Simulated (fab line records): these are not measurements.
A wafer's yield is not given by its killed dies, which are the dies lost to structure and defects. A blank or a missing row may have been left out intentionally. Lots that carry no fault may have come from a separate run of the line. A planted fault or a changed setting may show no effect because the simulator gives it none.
Tool commonality check -- flow berkeley cmos170 -- 42 wafers sampled across 14 lots

== THE REASON FOR OPENING IT ==
Of 14 lots, 2 have the reading NLDD_RS flagged at UCB170_SDANNEAL_RS_MEAS_05. Wafers without a fault read 616.2 ohm/sq, standard deviation 1.8.
Rule: a lot is flagged in two cases, either no wafer of it has a number, or all its wafers with numbers fall more than 4 standard deviations from that mean. All remaining lots are regarded as sound.

lot,measured,on,"NLDD_RS (ohm/sq), wafer by wafer",flag
L522,day 5 22:35,film metro-04,616.3 616.4 616.6,
L525,day 7 08:10,film metro-02,612.6 612.9 615.2,
L527,day 7 08:29,film metro-01,616.8 615.8 615.6,
L524,day 7 08:35,film metro-04,616.7 615.0 615.8,
L528,day 8 01:18,film metro-01,577.7 578.8 580.4,FLAGGED
L526,day 8 01:28,film metro-02,614.5 613.2 617.5,
L530,day 8 11:40,film metro-04,581.3 581.0 582.3,FLAGGED
L538,day 10 08:11,film metro-01,617.7 615.6 616.7,
L539,day 10 12:14,film metro-04,619.4 618.8 618.4,
L540,day 10 22:53,film metro-02,617.1 616.9 616.0,
L542,day 11 01:31,film metro-01,618.7 616.4 616.6,
L543,day 11 12:38,film metro-02,614.2 614.7 614.0,
L545,day 11 13:10,film metro-04,619.2 619.7 618.5,
L544,day 11 13:32,film metro-02,618.2 616.1 616.7,
Average over the flagged lots: 580.2 ohm/sq; offset from the usual -36.0 ohm/sq, equal to -20 standard deviations.

== TOOL THAT RAN EACH LOT ==
The record keeps 1 process step preceding the reading, out of 331 steps on the route. Cell contents, in order: the tool; ch with the chambers the sampled wafers went through; the start.
lot,flag,UCB170_NLDD_IMPLANT_08
L522,,"implanter-01 ch 0, day 5 14:27"
L525,,"implanter-04 ch 0, day 6 23:31"
L527,,"implanter-04 ch 0, day 6 23:59"
L524,,"implanter-02 ch 0, day 6 23:41"
L528,FLAGGED,"implanter-04 ch 0, day 7 13:14"
L526,,"implanter-04 ch 0, day 7 12:59"
L530,FLAGGED,"implanter-04 ch 0, day 8 01:22"
L538,,"implanter-01 ch 0, day 9 20:01"
L539,,"implanter-02 ch 0, day 10 02:59"
L540,,"implanter-01 ch 0, day 10 11:14"
L542,,"implanter-04 ch 0, day 10 16:39"
L543,,"implanter-04 ch 0, day 11 00:35"
L545,,"implanter-02 ch 0, day 11 01:00"
L544,,"implanter-01 ch 0, day 11 01:13"
What the steps here do:
- UCB170_NLDD_IMPLANT_08
- UCB170_SDANNEAL_RS_MEAS_05: measures by four-point-probe.

== FLAGGED OVER TOTAL, TOOL BY TOOL (the gauges that took the reading come last) ==
step,tool,lots run,flagged,share of the flagged lots,sound lots run after its first flagged lot
UCB170_NLDD_IMPLANT_08,implanter-01,4,0,none,-
UCB170_NLDD_IMPLANT_08,implanter-02,3,0,none,-
UCB170_NLDD_IMPLANT_08,implanter-04,7,2,all,"2 (L542,L543)"
UCB170_SDANNEAL_RS_MEAS_05,film metro-01,4,1,some,"2 (L538,L542)"
UCB170_SDANNEAL_RS_MEAS_05,film metro-02,5,0,none,-
UCB170_SDANNEAL_RS_MEAS_05,film metro-04,5,1,some,"2 (L539,L545)"

== WHAT IS ALLOWED BY THE TABLE ==
1 row of the table ran every flagged lot: implanter-04 at UCB170_NLDD_IMPLANT_08.
- implanter-04 at UCB170_NLDD_IMPLANT_08 ran 7 lots, 2 of them flagged. Sound lots ran on it after the first flagged one (L542, L543), which a lasting fault on the whole tool wouldn't allow. Its own readings lie more than 4 standard deviations out on every wafer of the flagged lots: tilt deg.
There is no row in the table that ran each flagged lot and no sound lot after the first.

== WHAT THE SIMULATOR HAD PUT IN ==
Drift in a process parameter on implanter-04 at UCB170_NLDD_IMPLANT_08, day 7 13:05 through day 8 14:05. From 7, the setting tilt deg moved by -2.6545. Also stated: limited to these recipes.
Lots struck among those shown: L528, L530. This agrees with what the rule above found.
